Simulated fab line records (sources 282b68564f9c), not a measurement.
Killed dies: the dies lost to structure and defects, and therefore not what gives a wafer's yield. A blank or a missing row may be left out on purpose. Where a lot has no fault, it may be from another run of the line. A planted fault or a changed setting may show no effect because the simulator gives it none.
One fault seen from 2 desks -- flow rit-cmos -- each desk has only its own numbers; what lay behind them comes last

DESK OF THE TOOL OWNER: furnace-01
At RIT_WELLDRIVE_ANNEAL_00 (time 14700 s), the tool's own readings, given per lot that ran on this tool as the mean of the sampled wafers with a number. Any lot whose mean is over 4 standard deviations away from the usual mean is out of limits and marked OUT; that distance is given in the brackets.
Columns: A = spike-tc-centre-C at RIT_WELLDRIVE_ANNEAL_00, usual 1101.8 C; B = zone-power-centre-pct at RIT_WELLDRIVE_ANNEAL_00, usual 53 %; C = zone-power-source-pct at RIT_WELLDRIVE_ANNEAL_00, usual 42.1 %
lot,first seen here,A,B,C
L214,day 2 14:01,1102.8,56,41.5
L216,day 3 03:41,1101.1,56,41.5
L221,day 3 19:41,1101.3,56,41.2
L222,day 4 01:53,1101.3,55,41.5
L223,day 4 07:23,1100.8,55,41.4
L224,day 4 12:43,1101.0,56,41.3
L225,day 4 17:48,1101.2,56,41.2
L226,day 4 23:28,1066.0 (-24) OUT,36,44.8
L228,day 5 08:22,1065.4 (-24) OUT,36,44.8
L230,day 5 18:29,1065.7 (-24) OUT,36,44.8
This desk finds L226, L228, L230 out of limits, L226 being first, at day 4 23:28 (spike-tc-centre-C at RIT_WELLDRIVE_ANNEAL_00). Within limits: L214, L216, L221, L222, L223, L224, L225.

METROLOGY DESK
What the gauges read, lot by lot, whatever tool the lot ran on: means of the sampled wafers that have a number. Any lot whose mean is over 4 standard deviations away from the usual mean is out of limits and marked OUT; that distance is given in the brackets.
Columns: A = NWELL_RS at RIT_WELLDRIVE_RS_MEAS_01, usual 275.9 ohm/sq; B = PWELL_RS at RIT_WELLDRIVE_RS_MEAS_02, usual 429.9 ohm/sq
lot,first seen here,A,B
L212,day 2 13:02,275.6,430.1
L214,day 2 19:06,276.3,429.6
L216,day 3 08:46,274.4,429.1
L219,day 3 16:23,275.8,430.4
L220,day 3 21:52,276.0,432.6
L221,day 4 00:46,276.3,430.4
L222,day 4 06:58,276.3,429.1
L223,day 4 12:29,275.0,429.9
L224,day 4 17:50,276.1,428.6
L225,day 4 22:57,275.8,429.5
L226,day 5 04:33,283.9 (+11) OUT,438.7 (+6.3) OUT
L228,day 5 13:28,300.7 (+34) OUT,455.2 (+18) OUT
L229,day 5 19:07,275.7,427.8
L230,day 5 23:34,285.0 (+13) OUT,442.0 (+8.7) OUT
L235,day 7 08:08,277.0,428.5
This desk reports L226, L228, L230 out of limits; the earliest was L226 at day 5 04:33 (NWELL_RS at RIT_WELLDRIVE_RS_MEAS_01). Within limits: L212, L214, L216, L219, L220, L221, L222, L223, L224, L225, L229, L235.

PUT TOGETHER
The tool owner's desk had the chance to raise an alarm at day 4 23:28 on L226, L228, L230.
The metrology desk could have raised an alarm at day 5 04:33, on L226, L228, L230.
Every lot named ran RIT_WELLDRIVE_ANNEAL_00 on furnace-01.

WHAT THE SIMULATOR PUT IN
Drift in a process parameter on furnace-01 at RIT_WELLDRIVE_ANNEAL_00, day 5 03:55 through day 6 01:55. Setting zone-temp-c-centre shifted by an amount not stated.
Shown lots that were struck: L226, L228, L230.
